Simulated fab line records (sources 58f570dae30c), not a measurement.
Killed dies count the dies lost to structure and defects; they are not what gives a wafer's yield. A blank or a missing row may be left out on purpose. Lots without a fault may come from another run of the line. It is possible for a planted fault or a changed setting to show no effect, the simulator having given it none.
Which of the tools did it? | flow berkeley-cmos170 | 42 wafers from 14 lots sampled at 4 of the route's 331 steps

== WHAT EACH GAUGE READ, for each wafer ==
UCB170_M2_CD_MEAS_90: the cd target is 700 nm. Usual: cd-nm 700.1 nm, standard deviation 2.4.
lot  | measured     | on        | cd-nm (nm)        | flag
L791 | day 7 04:41  | cd-sem-02 | 702.0 703.3 702.1 |
L792 | day 7 07:53  | cd-sem-01 | 701.9 701.4 701.1 |
L793 | day 7 23:50  | cd-sem-02 | 702.5 700.3 704.2 |
L794 | day 8 00:26  | cd-sem-02 | 699.8 701.1 696.7 |
L800 | day 9 03:02  | cd-sem-02 | 702.8 702.8 700.3 |
L801 | day 9 07:14  | cd-sem-01 | 705.9 703.8 704.5 |
L803 | day 9 21:08  | cd-sem-01 | 697.9 697.8 696.8 |
L802 | day 9 19:50  | cd-sem-01 | 699.1 698.9 698.0 |
L808 | day 11 05:17 | cd-sem-02 | 700.1 702.9 699.2 |
L809 | day 11 10:23 | cd-sem-02 | 704.3 700.3 704.2 |
L811 | day 11 13:41 | cd-sem-01 | 701.4 702.7 700.3 |
L812 | day 11 14:43 | cd-sem-02 | 699.1 702.2 700.2 |
L813 | day 12 01:49 | cd-sem-01 | 696.1 697.3 702.4 |
L814 | day 12 16:58 | cd-sem-01 | 701.8 698.3 697.8 |

UCB170_V2_CD_MEAS_12: the cd target is 700 nm. Usual: cd-nm 700.0 nm, standard deviation 1.2.
lot  | measured     | on        | cd-nm (nm)        | flag
L791 | day 7 06:41  | cd-sem-01 | 699.8 698.8 699.5 |
L792 | day 7 11:07  | cd-sem-01 | 701.5 700.6 700.9 |
L793 | day 8 01:56  | cd-sem-02 | 698.6 699.8 700.2 |
L794 | day 8 02:55  | cd-sem-02 | 699.8 699.2 699.3 |
L800 | day 9 05:00  | cd-sem-01 | 699.4 699.2 698.7 |
L801 | day 9 09:06  | cd-sem-02 | 702.2 701.1 700.8 |
L803 | day 10 01:37 | cd-sem-02 | 699.3 699.2 699.2 |
L802 | day 9 21:55  | cd-sem-01 | 701.0 700.7 701.2 |
L808 | day 11 07:27 | cd-sem-01 | 700.0 700.6 699.3 |
L809 | day 11 12:20 | cd-sem-01 | 698.4 699.4 697.8 |
L811 | day 11 15:54 | cd-sem-01 | 697.7 698.3 697.9 |
L812 | day 11 16:40 | cd-sem-01 | 699.3 699.2 700.3 |
L813 | day 12 03:55 | cd-sem-01 | 702.2 702.3 700.8 |
L814 | day 12 19:17 | cd-sem-01 | 702.4 701.4 700.4 |

== EACH LOT AND THE TOOL THAT RAN IT (in order: tool; ch and the chambers of the sampled wafers; start) ==
lot  | UCB170_CONTACT_STRIP_06              | UCB170_M2_COAT_09
L791 | plasma-asher-03 ch 0,1, day 6 14:40  | litho-track-01 ch 0, day 7 03:22
L792 | plasma-asher-01 ch 0,1, day 6 19:01  | litho-track-02 ch 0, day 7 06:29
L793 | plasma-asher-02 ch 0,1, day 7 07:44  | litho-track-01 ch 0, day 7 22:04
L794 | plasma-asher-03 ch 0,1, day 7 07:44  | litho-track-04 ch 0, day 7 22:55
L800 | plasma-asher-02 ch 0,1, day 8 10:21  | litho-track-02 ch 0, day 9 01:35
L801 | plasma-asher-02 ch 0,1, day 8 16:34  | litho-track-01 ch 0, day 9 05:48
L803 | plasma-asher-01 ch 0,1, day 9 00:59  | litho-track-04 ch 0, day 9 19:20
L802 | plasma-asher-02 ch 0,1, day 9 02:53  | litho-track-01 ch 0, day 9 18:14
L808 | plasma-asher-02 ch 0,1, day 10 16:05 | litho-track-02 ch 0, day 11 03:40
L809 | plasma-asher-03 ch 0,1, day 10 17:20 | litho-track-02 ch 0, day 11 09:04
L811 | plasma-asher-02 ch 0,1, day 11 01:28 | litho-track-02 ch 0, day 11 12:08
L812 | plasma-asher-01 ch 0,1, day 11 01:52 | litho-track-02 ch 0, day 11 13:02
L813 | plasma-asher-03 ch 0,1, day 11 12:46 | litho-track-01 ch 0, day 12 00:22
L814 | plasma-asher-01 ch 0,1, day 12 02:16 | litho-track-01 ch 0, day 12 15:20
- UCB170_CONTACT_STRIP_06: strips in O2.
- UCB170_M2_COAT_09

== AS READ BY THE TOOLS THEMSELVES (means over the sampled wafers that have a number; for cases with no such wafer, the mark the record gives instead) ==
UCB170_CONTACT_STRIP_06. Usual: drypump-motor-current-A 5.9 A, standard deviation 0.43; oes-product-au 0.735 a.u., standard deviation 0.0045; strip-time-to-endpoint-s 21.98 s, standard deviation 0.056.
lot  | tool            | drypump-motor-current-A (A) | oes-product-au (a.u.) | strip-time-to-endpoint-s (s) | flag
L791 | plasma-asher-03 | 5.6                         | 0.733                 | 22.02                        |
L792 | plasma-asher-01 | 5.7                         | 0.733                 | 21.94                        |
L793 | plasma-asher-02 | 6.2                         | 0.736                 | 22.00                        |
L794 | plasma-asher-03 | 5.6                         | 0.733                 | 22.10                        |
L800 | plasma-asher-02 | 6.1                         | 0.739                 | 21.98                        |
L801 | plasma-asher-02 | 6.0                         | 0.739                 | 21.99                        |
L803 | plasma-asher-01 | 5.7                         | 0.737                 | 21.98                        |
L802 | plasma-asher-02 | 6.0                         | 0.735                 | 21.91                        |
L808 | plasma-asher-02 | 6.0                         | 0.734                 | 21.95                        |
L809 | plasma-asher-03 | 5.6                         | 0.734                 | 21.96                        |
L811 | plasma-asher-02 | 6.2                         | 0.732                 | 21.99                        |
L812 | plasma-asher-01 | 6.1                         | 0.734                 | 22.01                        |
L813 | plasma-asher-03 | 5.6                         | 0.737                 | 22.02                        |
L814 | plasma-asher-01 | 6.1                         | 0.734                 | 21.97                        |

UCB170_M2_COAT_09. Usual: spin-speed-rpm 3000.3 rpm, standard deviation 1.9.
lot  | tool           | spin-speed-rpm (rpm) | flag
L791 | litho-track-01 | 2999.0               |
L792 | litho-track-02 | 3000.8               |
L793 | litho-track-01 | 3000.7               |
L794 | litho-track-04 | 3001.3               |
L800 | litho-track-02 | 2999.5               |
L801 | litho-track-01 | 3119.7               | OFF
L803 | litho-track-04 | 3003.0               |
L802 | litho-track-01 | 3118.3               | OFF
L808 | litho-track-02 | 3001.4               |
L809 | litho-track-02 | 3001.7               |
L811 | litho-track-02 | 3000.7               |
L812 | litho-track-02 | 2998.6               |
L813 | litho-track-01 | 3002.1               |
L814 | litho-track-01 | 3000.6               |

== THE ANSWER, worked out from the rows above alone ==
Rule: take the mean of a lot's wafers that have a number; if it is more than 3 standard deviations from the usual mean, the lot is off. A lot without any number at a reading at which 4 lots or more have one is off too. The other lots that the step has rows for count as sound. First the gauges in route order, then the tools' own readings, where a lot's mean is used as printed above. The first step at which some lot is off is used, and at that step the reading that is off furthest; a lot without a number counts as furthest.
Off, at UCB170_M2_COAT_09 on spin-speed-rpm: L801, L802.
A tool fits if, at that step or a process step before it, it ran every lot that is off, and no sound lot after the first of them. No candidate that was tried fits.

== WHAT WAS PUT IN BY THE SIMULATOR ==
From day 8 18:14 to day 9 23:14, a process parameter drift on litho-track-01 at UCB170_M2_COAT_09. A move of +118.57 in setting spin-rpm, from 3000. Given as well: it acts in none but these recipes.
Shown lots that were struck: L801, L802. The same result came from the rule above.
